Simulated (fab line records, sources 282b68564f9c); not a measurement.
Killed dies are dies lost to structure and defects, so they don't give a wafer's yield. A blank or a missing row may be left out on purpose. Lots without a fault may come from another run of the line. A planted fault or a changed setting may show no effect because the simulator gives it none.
fab line records | flow rit_cmos
record lots=15 wafers=45 last_day=7
route steps=202 shown PRETRO@72
lots that met no fault: from a run of the same line without faults
start_h: hours from the record's first day to the start of the lot's first wafer shown | wait_h: hours since the lot's step before | " the same as in the row above | L1.1+2: a row that stands for several wafers | - no value, or no start given | * or withheld: withheld | < > ~ a bound
route shown NAME@n: a module of which the file shows steps, and the number in the route of the first | usual: mean/standard deviation of fault-free wafers | same: alike in all rows | chamber/n: place in a boat | sites: the reading at each site | _std_site: their standard deviation | _edge_site: outer sites' mean less inner sites' | radius_mm: how far each site lies from the wafer's centre | mask NAME#n: copy n | behind: the tool/chamber that last shaped the wafer | hold: why the lot was held/for how many hours/how that ended | device: the transistor (n, p or np) that didn't switch | end of line: the same wafers' tests at the end of the route | a step without rows: its recipe alone | killed: dies lost to structure and defects at the first sort, not the wafer's yield | map: a wafer's dies, x killed, . not, _ none there
set.NAME: the setting as run; set.NAME@STEP: as run at that earlier step | model.NAME: the simulator's own value behind a step, which no gauge read
steps of the route over a sample of lots; a table a step, a row a wafer
services: from which hour (start_h, from the record's first day; less than 0 if before it) a tool's chamber was out of use, for how many hours, and why
## steps
# step RIT_PRETRO_IMPLANT_08
# recipe species=B energy_kev=45 dose_cm2=1.2e+13 tilt_deg=7
# usual dose_ions_cm2=1.1999e+13/1.3e+10 faraday_current_uA=38.1/0.77
# columns lot.wafer tool chamber start_h wait_h dose_ions_cm2 faraday_current_uA
L935.2 implanter-03 0 33.42 0.2 1.2011e+13 39.2
L935.3 " 0 " " 1.1996e+13 39.1
L935.6 " 0 " " 1.1992e+13 38.1
L936.3 implanter-03 0 39.38 0.2 1.1993e+13 39.6
L936.4 " 0 " " 1.1979e+13 38.8
L936.5 " 0 " " 1.1994e+13 37.8
L937.1 implanter-01 0 46.57 0.2 1.1983e+13 38.6
L937.3 " 0 " " 1.1964e+13 37.6
L937.4 " 0 " " 1.1992e+13 38.2
L938.2 implanter-02 0 54.54 0.2 1.2006e+13 38.3
L938.3 " 0 " " 1.199e+13 39.2
L938.4 " 0 " " 1.2014e+13 37.4
L941.1 implanter-02 0 65.84 0.2 1.2008e+13 36.0
L941.2 " 0 " " 1.2004e+13 38.0
L941.3 " 0 " " 1.1999e+13 39.3
L943.1 implanter-03 0 72.57 0.2 1.2014e+13 37.6
L943.3 " 0 " " 1.2017e+13 37.3
L943.5 " 0 " " 1.1998e+13 37.2
L945.3 implanter-02 0 82.09 0.2 1.1979e+13 38.9
L945.5 " 0 " " 1.1993e+13 37.3
L945.6 " 0 " " 1.1993e+13 39.3
L946.3 implanter-03 0 86.25 0.2 1.2002e+13 37.3
L946.5 " 0 " " 1.2014e+13 38.1
L946.6 " 0 " " 1.1988e+13 38.4
L948.1 implanter-01 0 97.12 0.2 1.1983e+13 39.1
L948.2 " 0 " " 1.1996e+13 36.1
L948.6 " 0 " " 1.1999e+13 38.3
L949.1 implanter-03 0 101.16 0.2 1.1998e+13 38.4
L949.2 " 0 " " 1.1991e+13 37.2
L949.3 " 0 " " 1.1981e+13 37.8
L950.1 implanter-03 0 107.09 0.2 1.6315e+13 51.0
L950.3 " 0 " " 1.6315e+13 50.2
L950.5 " 0 " " 1.6326e+13 51.6
L951.1 implanter-03 0 111.85 0.2 1.6324e+13 52.9
L951.2 " 0 " " 1.632e+13 52.5
L951.5 " 0 " " 1.6321e+13 52.6
L952.4 implanter-03 0 116.79 0.2 1.6328e+13 50.8
L952.5 " 0 " " 1.6325e+13 52.6
L952.6 " 0 " " 1.6318e+13 51.6
L957.2 implanter-02 0 141.77 0.2 1.2006e+13 37.1
L957.5 " 0 " " 1.2e+13 37.9
L957.6 " 0 " " 1.2017e+13 38.8
L958.1 implanter-01 0 145.90 0.2 1.2006e+13 39.2
L958.5 " 0 " " 1.1999e+13 38.7
L958.6 " 0 " " 1.1979e+13 37.5
# step RIT_PRETRO_TW_MEAS_10
# usual PRETRO_TW=476/3.1
# columns lot.wafer tool chamber start_h wait_h PRETRO_TW
L935.2 film_metro-01 - 33.73 0.1 474
L935.3 " - " " 477
L935.6 " - " " 477
L936.3 film_metro-04 - 39.68 0.1 477
L936.4 " - " " 474
L936.5 " - " " 477
L937.1 film_metro-01 - 46.89 0.1 480
L937.3 " - " " 476
L937.4 " - " " 476
L938.2 film_metro-01 - 54.85 0.1 474
L938.3 " - " " 474
L938.4 " - " " 476
L941.1 film_metro-01 - 66.17 0.1 473
L941.2 " - " " 476
L941.3 " - " " 475
L943.1 film_metro-01 - 72.90 0.1 477
L943.3 " - " " 476
L943.5 " - " " 478
L945.3 film_metro-03 - 82.38 0.1 473
L945.5 " - " " 471
L945.6 " - " " 473
L946.3 film_metro-04 - 86.55 0.1 480
L946.5 " - " " 481
L946.6 " - " " 478
L948.1 film_metro-01 - 97.45 0.1 476
L948.2 " - " " 475
L948.6 " - " " 477
L949.1 film_metro-03 - 101.48 0.1 471
L949.2 " - " " 469
L949.3 " - " " 470
L950.1 film_metro-04 - 107.41 0.1 524
L950.3 " - " " 527
L950.5 " - " " 526
L951.1 film_metro-04 - 112.18 0.1 525
L951.2 " - " " 525
L951.5 " - " " 524
L952.4 film_metro-01 - 117.07 0.1 525
L952.5 " - " " 524
L952.6 " - " " 524
L957.2 film_metro-04 - 142.08 0.1 482
L957.5 " - " " 477
L957.6 " - " " 479
L958.1 film_metro-03 - 146.22 0.1 472
L958.5 " - " " 472
L958.6 " - " " 472
## services
# columns tool chamber start_h hours kind
implanter-03 - 13.94 2.7 repair
implanter-02 - 61.10 4.6 pm
implanter-01 - 84.15 3.2 repair
## key
first_sign step=RIT_PRETRO_IMPLANT_08 reading=dose_ions_cm2 direction=up sigmas=99+ usual=1.1999e+13 struck=1.6322e+13
effect step=RIT_PRETRO_IMPLANT_08 reading=faraday_current_uA direction=up sigmas=18 usual=38.1 struck=51.8
effect step=RIT_PRETRO_TW_MEAS_10 reading=PRETRO_TW direction=up sigmas=16 usual=476 struck=525
met_at RIT_PRETRO_IMPLANT_08
struck_lots L950,L951,L952
tester_left_out L950,L951,L952
onset_between 101.16 107.09
fault kind=process_parameter_drift tool=implanter-03 chamber=- onset_h=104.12 steps=RIT_PRETRO_IMPLANT_08 channel=dose_cm2 offset=4.32e+12 shape=step end_h=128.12 acts_in=these_recipes_only stated=1.2e+13
# tester_left_out: of these lots the tester's yield and bins aren't shown, on N5 and GAA mostly nor the transistor test; their killed dies are dies lost to structure and defects alone, not to doping, threshold or leakage, so they don't give the yield
